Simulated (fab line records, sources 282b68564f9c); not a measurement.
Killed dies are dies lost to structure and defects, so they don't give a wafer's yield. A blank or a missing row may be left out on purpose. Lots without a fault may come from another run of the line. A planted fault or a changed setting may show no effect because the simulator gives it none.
Which tool did it? | flow rit_cmos | 13 lots, 39 wafers sampled, at 3 steps of a route of 202

WHAT THE GAUGES READ, wafer by wafer
RIT_SILICIDE_THK_MEAS_03: measures by xrf. Usual: SILICIDE_TI_THK 30.6 nm, standard deviation 0.32.
lot  | measured    | on            | SILICIDE_TI_THK (nm) | flag
L752 | day 3 17:19 | film_metro-02 | 30.8 30.9 30.9       |
L753 | day 3 21:51 | film_metro-01 | 29.9 30.2 29.7       |
L754 | day 4 02:25 | film_metro-04 | 30.4 30.5 30.6       |
L755 | day 4 09:28 | film_metro-01 | 30.3 30.2 30.4       |
L757 | day 4 14:44 | film_metro-01 | 30.3 30.3 30.2       |
L765 | day 6 09:03 | film_metro-01 | 30.9 31.0 30.9       |
L766 | day 6 12:31 | film_metro-04 | 30.6 30.5 30.5       |
L768 | day 6 23:59 | film_metro-02 | 30.6 30.9 30.8       |
L769 | day 7 03:56 | film_metro-02 | 30.8 30.8 30.6       |
L770 | day 7 11:00 | film_metro-02 | 30.9 30.9 31.1       |
L771 | day 7 15:30 | film_metro-01 | 30.4 30.4 30.7       |
L772 | day 7 18:52 | film_metro-01 | 30.3 30.4 29.7       |
L773 | day 8 02:40 | film_metro-02 | 30.8 31.0 30.9       |

WHICH TOOL RAN EACH LOT (tool, then ch and the chambers of the sampled wafers, then the start)
lot  | RIT_SPACER_CLEAN_01            | RIT_PSD_STRIP_09
L752 | wet_bench-02 ch 2, day 3 10:38 | plasma_asher-04 ch 0,1, day 3 15:54
L753 | wet_bench-01 ch 2, day 3 15:21 | plasma_asher-02 ch 0, day 3 20:24
L754 | wet_bench-02 ch 3, day 3 19:37 | plasma_asher-02 ch 0,1, day 4 00:56
L755 | wet_bench-01 ch 2, day 4 02:53 | plasma_asher-04 ch 0,1, day 4 07:58
L757 | wet_bench-01 ch 1, day 4 07:14 | plasma_asher-02 ch 0,1, day 4 13:18
L765 | wet_bench-04 ch 3, day 6 02:29 | plasma_asher-03 ch 0,1, day 6 07:40
L766 | wet_bench-04 ch 3, day 6 05:47 | plasma_asher-03 ch 0,1, day 6 11:05
L768 | wet_bench-04 ch 1, day 6 17:36 | plasma_asher-04 ch 0,1, day 6 22:32
L769 | wet_bench-02 ch 2, day 6 21:04 | plasma_asher-03 ch 0,1, day 7 02:31
L770 | wet_bench-01 ch 3, day 7 04:02 | plasma_asher-04 ch 0,1, day 7 09:23
L771 | wet_bench-01 ch 0, day 7 08:49 | plasma_asher-04 ch 0,1, day 7 13:52
L772 | wet_bench-01 ch 2, day 7 12:16 | plasma_asher-02 ch 0,1, day 7 17:13
L773 | wet_bench-04 ch 2, day 7 18:40 | plasma_asher-02 ch 0,1, day 8 01:13
- RIT_SPACER_CLEAN_01: cleans in dHF, time 30 s.
- RIT_PSD_STRIP_09: strips in O2, time 180 s.

WHAT THE TOOLS THEMSELVES READ (means of the sampled wafers that have a number; where no wafer has one, the mark that the record gives instead)
RIT_PSD_STRIP_09. Usual: drypump_motor_current_A 5.95 A, standard deviation 0.3.
lot  | tool            | drypump_motor_current_A (A) | flag
L752 | plasma_asher-04 | 5.81                        |
L753 | plasma_asher-02 | 6.06                        |
L754 | plasma_asher-02 | 6.07                        |
L755 | plasma_asher-04 | 5.55                        |
L757 | plasma_asher-02 | 6.11                        |
L765 | plasma_asher-03 | 6.15                        |
L766 | plasma_asher-03 | 6.17                        |
L768 | plasma_asher-04 | 5.79                        |
L769 | plasma_asher-03 | 6.02                        |
L770 | plasma_asher-04 | 5.56                        |
L771 | plasma_asher-04 | 5.56                        |
L772 | plasma_asher-02 | 6.11                        |
L773 | plasma_asher-02 | 6.09                        |

THE ANSWER, worked out from the rows above alone
Rule: a lot is off if the mean of its wafers that have a number lies more than 3 standard deviations from the usual mean. A lot without any number at a reading at which 4 lots or more have one is off too. The other lots that the step has rows for count as sound. The gauges are gone through in route order, then the tools' own readings, and for those a lot's mean is taken as printed above. The first step at which some lot is off is used, and at that step the reading that is off furthest; a lot without a number counts as furthest.
No lot is off at any reading shown: from this, nothing can be told.

WHAT THE SIMULATOR HAD PUT IN
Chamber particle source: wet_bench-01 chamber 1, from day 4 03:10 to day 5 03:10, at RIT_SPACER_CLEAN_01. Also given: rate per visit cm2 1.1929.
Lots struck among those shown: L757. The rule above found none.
